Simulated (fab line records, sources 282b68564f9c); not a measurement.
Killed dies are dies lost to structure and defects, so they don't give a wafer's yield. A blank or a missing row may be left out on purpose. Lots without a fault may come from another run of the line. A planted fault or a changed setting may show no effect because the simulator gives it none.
fab line records | flow rit_cmos
record lots=14 wafers=42 last_day=19
route steps=202 shown ACTIVE@1 PWELL@45 NRETRO@61 REOX@102 M1@202
lots that met no fault: from a run of the same line without faults
start_h: hours from the record's first day to the start of the lot's first wafer shown | wait_h: hours since the lot's step before | " the same as in the row above | L1.1+2: a row that stands for several wafers | - no value, or no start given | * or withheld: withheld | < > ~ a bound
route shown NAME@n: a module of which the file shows steps, and the number in the route of the first | usual: mean/standard deviation of fault-free wafers | same: alike in all rows | chamber/n: place in a boat | sites: the reading at each site | _std_site: their standard deviation | _edge_site: outer sites' mean less inner sites' | radius_mm: how far each site lies from the wafer's centre | mask NAME#n: copy n | behind: the tool/chamber that last shaped the wafer | hold: why the lot was held/for how many hours/how that ended | device: the transistor (n, p or np) that didn't switch | end of line: the same wafers' tests at the end of the route | a step without rows: its recipe alone | killed: dies lost to structure and defects at the first sort, not the wafer's yield | map: a wafer's dies, x killed, . not, _ none there
set.NAME: the setting as run; set.NAME@STEP: as run at that earlier step | model.NAME: the simulator's own value behind a step, which no gauge read
steps of the route over a sample of lots; a table a step, a row a wafer
services: from which hour (start_h, from the record's first day; less than 0 if before it) a tool's chamber was out of use, for how many hours, and why
## steps
# step RIT_ACTIVE_BOW_MEAS_00
# recipe mode=bow
# usual INCOMING_BOW=0/6.6
# columns lot.wafer tool chamber start_h wait_h INCOMING_BOW[um]
L940.1 film_metro-03 - 10.00 - 14
L940.2 " - " " -1
L940.5 " - " " 4
L943.1 film_metro-01 - 25.00 - 11
L943.2 " - " " -1
L943.6 " - " " 2
L945.1 film_metro-04 - 35.00 - 5
L945.4 " - " " -4
L945.5 " - " " -13
L947.2 film_metro-01 - 45.03 - -2
L947.5 " - " " 7
L947.6 " - " " -14
L948.1 film_metro-04 - 50.00 - -10
L948.4 " - " " -5
L948.5 " - " " -5
L949.1 film_metro-01 - 55.00 - 5
L949.2 " - " " 15
L949.4 " - " " 11
L950.3 film_metro-04 - 60.04 - -5
L950.4 " - " " 1
L950.5 " - " " -6
L951.3 film_metro-03 - 65.04 - -1
L951.4 " - " " 4
L951.5 " - " " -10
L955.2 film_metro-01 - 85.02 - 8
L955.4 " - " " -1
L955.6 " - " " 10
L958.2 film_metro-03 - 100.02 - 0
L958.3 " - " " 5
L958.6 " - " " 16
L959.1 film_metro-01 - 105.00 - -3
L959.3 " - " " -3
L959.6 " - " " -4
L960.4 film_metro-01 - 110.06 - -8
L960.5 " - " " 1
L960.6 " - " " 0
L961.2 film_metro-03 - 115.02 - 10
L961.3 " - " " -9
L961.6 " - " " -1
L962.2 film_metro-04 - 120.02 - 13
L962.4 " - " " 0
L962.5 " - " " 2
# step RIT_PWELL_OVL_MEAS_06
# usual PWELL_OVL=0.4/1.2
# columns lot.wafer tool chamber start_h wait_h PWELL_OVL[nm]
L940.1 overlay-02 - 23.78 - -1.2
L940.2 " - " " -1.7
L940.5 " - " " -0.7
L943.1 overlay-01 - 38.86 - 0.2
L943.2 " - " " 1.0
L943.6 " - " " 1.5
L945.1 overlay-01 - 48.09 - 0.7
L945.4 " - " " 2.5
L945.5 " - " " 0.8
L947.2 overlay-01 - 63.40 - -0.3
L947.5 " - " " 0.2
L947.6 " - " " 0.7
L948.1 overlay-01 - 67.59 - 1.4
L948.4 " - " " 0.9
L948.5 " - " " 2.0
L949.1 overlay-01 - 72.61 - 1.8
L949.2 " - " " 3.0
L949.4 " - " " 1.8
L950.3 overlay-01 - 78.51 - 0.8
L950.4 " - " " 0.4
L950.5 " - " " 0.9
L951.3 overlay-01 - 80.78 - 1.6
L951.4 " - " " 0.9
L951.5 " - " " 1.9
L955.2 overlay-01 - 103.50 - -0.9
L955.4 " - " " 1.8
L955.6 " - " " 0.6
L958.2 overlay-02 - 118.05 - -1.5
L958.3 " - " " -0.9
L958.6 " - " " -1.5
L959.1 overlay-01 - 122.04 - -0.7
L959.3 " - " " 0.0
L959.6 " - " " 0.1
L960.4 overlay-02 - 124.74 - -1.6
L960.5 " - " " -1.1
L960.6 " - " " -1.8
L961.2 overlay-01 - 129.78 - -0.8
L961.3 " - " " 0.8
L961.6 " - " " 0.6
L962.2 overlay-02 - 134.64 - -0.4
L962.4 " - " " -1.2
L962.5 " - " " 0.0
# step RIT_NRETRO_IMPLANT_08
# recipe species=P energy_kev=70 dose_cm2=1e+13 tilt_deg=7
# usual dose_ions_cm2=1.0001e+13/1.4e+10 faraday_current_uA=31.6/0.62
# columns lot.wafer tool chamber start_h wait_h dose_ions_cm2 faraday_current_uA
L940.1 implanter-04 0 31.36 0.2 9.995e+12 31.5
L940.2 " 0 " " 9.983e+12 31.3
L940.5 " 0 " " 9.98e+12 32.0
L943.1 implanter-04 0 46.65 0.2 9.997e+12 31.5
L943.2 " 0 " " 1.001e+13 31.7
L943.6 " 0 " " 1.001e+13 32.6
L945.1 implanter-02 0 55.45 0.2 1.002e+13 30.7
L945.4 " 0 " " 9.999e+12 31.6
L945.5 " 0 " " 9.997e+12 32.7
L947.2 implanter-04 0 70.87 0.2 1.0019e+13 31.4
L947.5 " 0 " " 1.0024e+13 31.7
L947.6 " 0 " " 1.0018e+13 30.9
L948.1 implanter-02 0 74.99 0.2 9.963e+12 32.0
L948.4 " 0 " " 9.968e+12 31.0
L948.5 " 0 " " 9.967e+12 30.8
L949.1 implanter-04 0 81.11 0.2 1.0005e+13 31.3
L949.2 " 0 " " 1.0019e+13 31.9
L949.4 " 0 " " 1.0016e+13 31.3
L950.3 implanter-04 0 85.81 0.2 9.977e+12 31.5
L950.4 " 0 " " 9.981e+12 32.4
L950.5 " 0 " " 1.0014e+13 32.0
L951.3 implanter-04 0 88.73 0.2 1.0001e+13 30.9
L951.4 " 0 " " 9.99e+12 30.8
L951.5 " 0 " " 9.991e+12 32.1
L955.2 implanter-02 0 112.57 0.2 1.0004e+13 32.3
L955.4 " 0 " " 9.999e+12 31.3
L955.6 " 0 " " 9.999e+12 31.9
L958.2 implanter-04 0 125.52 0.2 5.497e+12 16.8
L958.3 " 0 " " 5.501e+12 17.5
L958.6 " 0 " " 5.508e+12 17.3
L959.1 implanter-04 0 130.33 0.2 5.495e+12 17.7
L959.3 " 0 " " 5.503e+12 17.5
L959.6 " 0 " " 5.509e+12 18.0
L960.4 implanter-03 0 132.80 0.2 1.0019e+13 32.1
L960.5 " 0 " " 9.999e+12 31.5
L960.6 " 0 " " 9.999e+12 32.5
L961.2 implanter-03 0 137.79 0.2 1e+13 31.7
L961.3 " 0 " " 9.989e+12 31.8
L961.6 " 0 " " 1.0014e+13 31.4
L962.2 implanter-04 0 418.86 0.2 1.0007e+13 33.2
L962.4 " 0 " " 1.0007e+13 32.7
L962.5 " 0 " " 9.996e+12 31.6
# step RIT_NRETRO_TW_MEAS_10
# usual NRETRO_TW=1046/7
# columns lot.wafer tool chamber start_h wait_h NRETRO_TW
L940.1 film_metro-03 - 31.68 0.1 1042
L940.2 " - " " 1044
L940.5 " - " " 1039
L943.1 film_metro-03 - 46.97 0.1 1047
L943.2 " - " " 1041
L943.6 " - " " 1043
L945.1 film_metro-04 - 55.78 0.1 1048
L945.4 " - " " 1042
L945.5 " - " " 1042
L947.2 film_metro-03 - 71.18 0.1 1043
L947.5 " - " " 1039
L947.6 " - " " 1042
L948.1 film_metro-04 - 75.32 0.1 1053
L948.4 " - " " 1052
L948.5 " - " " 1046
L949.1 film_metro-01 - 81.43 0.1 1053
L949.2 " - " " 1053
L949.4 " - " " 1050
L950.3 film_metro-03 - 86.10 0.1 1046
L950.4 " - " " 1046
L950.5 " - " " 1041
L951.3 film_metro-03 - 89.02 0.1 1050
L951.4 " - " " 1049
L951.5 " - " " 1047
L955.2 film_metro-03 - 112.88 0.1 1043
L955.4 " - " " 1043
L955.6 " - " " 1042
L958.2 film_metro-04 - 125.83 0.1 863
L958.3 " - " " 858
L958.6 " - " " 858
L959.1 film_metro-03 - 130.65 0.1 856
L959.3 " - " " 859
L959.6 " - " " 857
L960.4 film_metro-03 - 133.08 0.1 1036
L960.5 " - " " 1039
L960.6 " - " " 1043
L961.2 film_metro-03 - 138.10 0.1 1036
L961.3 " - " " 1040
L961.6 " - " " 1040
L962.2 film_metro-04 - 419.17 0.1 1056
L962.4 " - " " 1062
L962.5 " - " " 1054
# step RIT_REOX_THK_MEAS_04
# recipe reads=SiO2_of_REOX_OXIDATION_03
# usual REOX_OXIDE_THK=25.1/0.44
# columns lot.wafer tool chamber start_h wait_h REOX_OXIDE_THK[nm]
L940.1 film_metro-04 - 41.80 0.0 24.8
L940.2 " - " " 25.2
L940.5 " - " " 25.6
L943.1 film_metro-04 - 64.69 0.0 25.7
L943.2 " - " " 25.9
L943.6 " - " " 25.8
L945.1 film_metro-04 - 73.30 0.0 24.9
L945.4 " - " " 24.9
L945.5 " - " " 24.7
L947.2 film_metro-02 - 83.58 0.0 25.3
L947.5 " - " " 25.5
L947.6 " - " " 25.2
L948.1 film_metro-02 - 86.90 0.0 24.7
L948.4 " - " " 24.9
L948.5 " - " " 24.8
L949.1 film_metro-01 - 101.57 0.0 25.5
L949.2 " - " " 25.3
L949.4 " - " " 25.5
L950.3 film_metro-04 - 101.59 0.0 25.4
L950.4 " - " " 25.3
L950.5 " - " " 24.8
L951.3 film_metro-02 - 101.59 0.0 25.3
L951.4 " - " " 25.3
L951.5 " - " " 24.9
L955.2 film_metro-02 - 123.85 0.0 25.1
L955.4 " - " " 25.4
L955.6 " - " " 25.1
L958.2 film_metro-04 - 137.36 0.0 25.4
L958.3 " - " " 25.6
L958.6 " - " " 25.8
L959.1 film_metro-04 - 140.46 0.0 25.3
L959.3 " - " " 25.4
L959.6 " - " " 25.5
L960.4 film_metro-01 - 146.29 0.0 24.2
L960.5 " - " " 24.3
L960.6 " - " " 24.6
L961.2 film_metro-04 - 151.69 0.0 25.3
L961.3 " - " " 25.2
L961.6 " - " " 25.4
L962.2 film_metro-02 - 432.17 0.0 25.0
L962.4 " - " " 24.6
L962.5 " - " " 24.5
# step RIT_M1_PROBE_99
# usual killed_at_contacts=0.1/0.27 killed_at_front_end=6/3 killed_dies=7/3 killed_open=3.1/2 killed_short=3.4/2
# same gross_dies=264 killed_at_M0_to_M3=0 killed_at_M4_up=0 killed_at_back_side=0 killed_at_other=0
# columns lot.wafer tool chamber start_h wait_h killed_at_contacts killed_at_front_end killed_dies killed_open killed_short
L947.2 prober-02 - 100.26 0.1 0 4 4 3 1
L947.5 prober-02 - 100.41 0.2 1 4 5 2 3
L947.6 prober-02 - 100.46 0.2 0 4 4 1 3
L950.3 prober-01 - 120.57 0.2 0 6 6 2 4
L950.4 prober-01 - 120.62 0.2 0 12 12 4 8
L950.5 prober-01 - 120.67 0.2 0 7 7 6 1
L959.1 prober-02 - 156.88 0.1 0 5 5 4 1
L959.3 prober-02 - 156.98 0.2 0 4 4 2 2
L959.6 prober-02 - 157.13 0.2 0 8 8 4 4
# killed by level:class
L947.2 FOX2:geometric_particle:open=1 GATE:geometric_particle:open=1 GATE:geometric_particle:short=1 SILICIDE:geometric_particle:open=1
L947.5 SPACER:geometric_particle:short=2 GATE:geometric_particle:short=1 SILICIDE:geometric_particle:open=1 CONTACT:geometric_particle:open=1
L947.6 ACTIVE:geometric_particle:short=1 FOX1:geometric_particle:short=1 SPACER:geometric_particle:open=1 SILICIDE:geometric_particle:short=1
L950.3 GATE:geometric_particle:short=3 FOX1:geometric_particle:open=1 FOX1:geometric_particle:short=1 GATE:geometric_particle:open=1
L950.4 GATE:geometric_particle:short=5 SPACER:geometric_particle:short=3 GATE:geometric_particle:open=2 FOX1:geometric_particle:open=1 SPACER:geometric_particle:open=1
L950.5 GATE:geometric_particle:open=2 FOX1:geometric_particle:open=1 FOX2:geometric_particle:open=1 GATE:geometric_particle:short=1 REOX:geometric_particle:open=1 SILICIDE:geometric_particle:open=1
L959.1 FOX1:geometric_particle:open=2 REOX:geometric_particle:open=1 SPACER:geometric_particle:open=1 SILICIDE:geometric_particle:short=1
L959.3 GATE:geometric_particle:open=2 SPACER:geometric_particle:short=1 SILICIDE:geometric_particle:short=1
L959.6 SPACER:geometric_particle:open=3 FOX1:geometric_particle:short=1 GATE:geometric_particle:short=1 REOX:geometric_particle:short=1 REOX:geometric_particle:open=1 SPACER:geometric_particle:short=1
## services
# columns tool chamber start_h hours kind
implanter-03 - 10.79 7.0 pm
implanter-02 - 34.70 0.8 repair
implanter-04 - 76.29 4.6 pm
implanter-03 - 99.37 18.6 repair
implanter-02 - 101.02 1.8 repair
implanter-04 - 161.84 0.6 repair
implanter-02 - 190.79 1.1 repair
implanter-03 - 197.32 2.6 repair
implanter-03 - 204.08 2.3 repair
implanter-03 - 243.19 1.1 repair
implanter-03 - 259.04 85.8 pm
implanter-04 - 295.99 1.1 repair
implanter-04 - 305.97 5.7 pm
implanter-04 - 317.12 3.6 repair
implanter-04 - 320.70 1.9 repair
implanter-04 - 339.71 0.6 repair
implanter-02 - 341.86 5.4 pm
implanter-02 - 347.35 5.4 pm
implanter-02 - 378.45 64.7 pm
implanter-04 - 406.63 1.3 repair
## key
first_sign step=RIT_NRETRO_IMPLANT_08 reading=dose_ions_cm2 direction=down sigmas=99+ usual=1.0001e+13 struck=5.502e+12
effect step=RIT_NRETRO_IMPLANT_08 reading=faraday_current_uA direction=down sigmas=23 usual=31.6 struck=17.5
effect step=RIT_NRETRO_TW_MEAS_10 reading=NRETRO_TW direction=down sigmas=27 usual=1046 struck=858
met_at RIT_NRETRO_IMPLANT_08
struck_lots L958,L959
tester_left_out L958,L959
not_acting_at RIT_ACTIVE_BOW_MEAS_00,RIT_PWELL_OVL_MEAS_06,RIT_REOX_THK_MEAS_04
onset_between 88.73 125.52
fault kind=process_parameter_drift tool=implanter-04 chamber=- onset_h=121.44 steps=RIT_NRETRO_IMPLANT_08 channel=dose_cm2 offset=-4.5e+12 shape=step end_h=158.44 acts_in=these_recipes_only stated=1e+13
# tester_left_out: of these lots the tester's yield and bins aren't shown, on N5 and GAA mostly nor the transistor test; their killed dies are dies lost to structure and defects alone, not to doping, threshold or leakage, so they don't give the yield
